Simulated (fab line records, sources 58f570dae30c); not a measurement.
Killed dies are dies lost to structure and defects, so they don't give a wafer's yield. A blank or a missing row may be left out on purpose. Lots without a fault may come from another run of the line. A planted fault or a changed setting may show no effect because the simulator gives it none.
Which tool did it? | flow berkeley_cmos170 | 14 lots, 42 wafers sampled, at 4 steps of a route of 331

WHAT THE GAUGES READ, wafer by wafer
UCB170_M3_CD_MEAS_15: target cd 700 nm.
lot  | measured     | on        | cd_nm (nm)
L461 | day 9 10:11  | cd_sem-01 | 699.3 699.9 700.7
L462 | day 9 08:12  | cd_sem-01 | 699.3 698.9 698.6
L460 | day 9 12:02  | cd_sem-01 | 699.6 700.4 698.6
L463 | day 9 11:37  | cd_sem-01 | 697.5 698.2 699.5
L464 | day 10 07:08 | cd_sem-01 | 701.7 702.9 702.6
L466 | day 10 12:14 | cd_sem-01 | 702.2 700.1 701.6
L467 | day 10 23:36 | cd_sem-02 | 698.6 698.1 698.8
L468 | day 10 23:56 | cd_sem-02 | 701.1 700.4 700.1
L472 | day 11 20:39 | cd_sem-02 | 698.4 698.0 699.1
L473 | day 11 23:26 | cd_sem-02 | 700.8 701.5 702.0
L474 | day 12 14:25 | cd_sem-01 | 701.0 700.8 700.5
L478 | day 13 05:35 | cd_sem-02 | 701.9 702.3 702.9
L479 | day 13 23:13 | cd_sem-02 | 699.1 697.9 699.5
L482 | day 14 13:43 | cd_sem-02 | 700.8 700.9 701.6

WHICH TOOL RAN EACH LOT (tool, then ch and the chambers of the sampled wafers, then the start)
lot  | UCB170_SPACER_CVD_00            | UCB170_M2_STRIP_19                   | UCB170_M3_STRIP_07
L461 | pecvd-04 ch 0,2, day 8 00:16    | plasma_asher-04 ch 0,1, day 9 05:08  | plasma_asher-03 ch 0,1, day 9 08:26
L462 | pecvd-03 ch 0,1, day 8 00:25    | plasma_asher-02 ch 0,1, day 9 03:30  | plasma_asher-03 ch 0,1, day 9 07:03
L460 | pecvd-01 ch 1,2, day 8 00:35    | plasma_asher-02 ch 0,1, day 9 06:51  | plasma_asher-01 ch 0,1, day 9 10:30
L463 | pecvd-04 ch 0,1, day 8 00:35    | plasma_asher-04 ch 0,1, day 9 06:24  | plasma_asher-03 ch 0,1, day 9 10:03
L464 | pecvd-03 ch 0,1,2, day 8 18:24  | plasma_asher-01 ch 0,1, day 10 01:35 | plasma_asher-04 ch 0,1, day 10 05:08
L466 | pecvd-03 ch 1,2, day 9 04:34    | plasma_asher-04 ch 0,1, day 10 06:26 | plasma_asher-03 ch 0,1, day 10 11:07
L467 | pecvd-04 ch 0,1, day 9 12:45    | plasma_asher-04 ch 0,1, day 10 18:23 | plasma_asher-03 ch 0,1, day 10 22:14
L468 | pecvd-03 ch 1,2, day 9 12:45    | plasma_asher-01 ch 0,1, day 10 18:53 | plasma_asher-01 ch 0,1, day 10 22:41
L472 | pecvd-04 ch 0,2, day 10 10:43   | plasma_asher-01 ch 0, day 11 15:39   | plasma_asher-04 ch 1, day 11 19:26
L473 | pecvd-03 ch 0,1,2, day 10 10:43 | plasma_asher-01 ch 0,1, day 11 18:19 | plasma_asher-01 ch 0,1, day 11 21:53
L474 | pecvd-03 ch 1,2, day 11 04:16   | plasma_asher-02 ch 0,1, day 12 09:48 | plasma_asher-01 ch 0, day 12 13:10
L478 | pecvd-01 ch 0,1,2, day 11 20:34 | plasma_asher-02 ch 0,1, day 12 22:07 | plasma_asher-04 ch 0,1, day 13 03:42
L479 | pecvd-04 ch 0,1,2, day 12 09:04 | plasma_asher-01 ch 0,1, day 13 15:41 | plasma_asher-01 ch 1, day 13 19:48
L482 | pecvd-04 ch 0,1,2, day 12 18:29 | plasma_asher-01 ch 0,1, day 14 05:29 | plasma_asher-04 ch 0,1, day 14 11:34
- UCB170_SPACER_CVD_00: deposits SiO2 from TEOS/O2, target thk 376 nm, time 47 s.
- UCB170_M2_STRIP_19: strips in O2.
- UCB170_M3_STRIP_07: strips in O2.

WHAT THE TOOLS THEMSELVES READ (means of the sampled wafers that have a number; where no wafer has one, the mark that the record gives instead)
UCB170_SPACER_CVD_00.
lot  | tool     | heater_power_w (W) | susceptor_temp_C (C)
L461 | pecvd-04 | 284                | 390.03
L462 | pecvd-03 | 316                | 390.16
L460 | pecvd-01 | 240                | 390.03
L463 | pecvd-04 | 314                | 390.33
L464 | pecvd-03 | 310                | 390.10
L466 | pecvd-03 | 306                | 389.90
L467 | pecvd-04 | 304                | 389.99
L468 | pecvd-03 | 320                | 390.13
L472 | pecvd-04 | 267                | 390.18
L473 | pecvd-03 | 291                | 389.95
L474 | pecvd-03 | 306                | 389.95
L478 | pecvd-01 | 200                | 390.04
L479 | pecvd-04 | 304                | 390.00
L482 | pecvd-04 | 298                | 390.03

UCB170_M2_STRIP_19.
lot  | tool            | drypump_motor_current_A (A) | oes_product_au (a.u.)
L461 | plasma_asher-04 | 5.8                         | 0.532
L462 | plasma_asher-02 | 5.2                         | 0.543
L460 | plasma_asher-02 | 5.5                         | 0.542
L463 | plasma_asher-04 | 5.8                         | 0.546
L464 | plasma_asher-01 | 6.0                         | 0.557
L466 | plasma_asher-04 | 5.8                         | 0.546
L467 | plasma_asher-04 | 5.6                         | 0.529
L468 | plasma_asher-01 | 6.0                         | 0.530
L472 | plasma_asher-01 | 5.7                         | 0.572
L473 | plasma_asher-01 | 6.0                         | 0.549
L474 | plasma_asher-02 | 5.2                         | 0.552
L478 | plasma_asher-02 | 5.5                         | 0.540
L479 | plasma_asher-01 | 6.2                         | 0.566
L482 | plasma_asher-01 | 6.0                         | 0.542

UCB170_M3_STRIP_07.
lot  | tool            | drypump_motor_current_A (A) | oes_product_au (a.u.) | strip_time_to_endpoint_s (s)
L461 | plasma_asher-03 | 5.6                         | 0.735                 | 21.85
L462 | plasma_asher-03 | 5.6                         | 0.737                 | 21.97
L460 | plasma_asher-01 | 6.2                         | 0.736                 | 22.02
L463 | plasma_asher-03 | 5.5                         | 0.733                 | 21.98
L464 | plasma_asher-04 | 5.8                         | 0.731                 | 22.05
L466 | plasma_asher-03 | 5.6                         | 0.734                 | 22.04
L467 | plasma_asher-03 | 5.3                         | 0.733                 | 21.96
L468 | plasma_asher-01 | 6.0                         | 0.738                 | 21.97
L472 | plasma_asher-04 | 5.3                         | 0.737                 | 21.96
L473 | plasma_asher-01 | 6.3                         | 0.737                 | 22.06
L474 | plasma_asher-01 | 5.7                         | 0.737                 | 21.98
L478 | plasma_asher-04 | 5.6                         | 0.734                 | 22.08
L479 | plasma_asher-01 | 6.5                         | 0.734                 | 22.01
L482 | plasma_asher-04 | 5.6                         | 0.739                 | 22.04

THE ANSWER, worked out from the rows above alone
Rule: what is usual is taken from the lots themselves. Put in order of their means at a reading, lots are off if they are a third of the lots or fewer, leave a main group of 4 or more, and stand apart from it by a gap of 3 or more times the standard deviation of the main group's means; of several such gaps the widest counts. A main group whose means are all the same, to the digits that the tables above print for the reading, isn't used. A lot without any number at a reading at which 4 lots or more have one is off too. The other lots that the step has rows for count as sound. The gauges are gone through in route order, then the tools' own readings, and for those a lot's mean is taken as printed above. The first step at which some lot is off is used, and at that step the reading that is off furthest; a lot without a number counts as furthest.
No lot is off at any reading shown: from this, nothing can be told.

WHAT THE SIMULATOR HAD PUT IN
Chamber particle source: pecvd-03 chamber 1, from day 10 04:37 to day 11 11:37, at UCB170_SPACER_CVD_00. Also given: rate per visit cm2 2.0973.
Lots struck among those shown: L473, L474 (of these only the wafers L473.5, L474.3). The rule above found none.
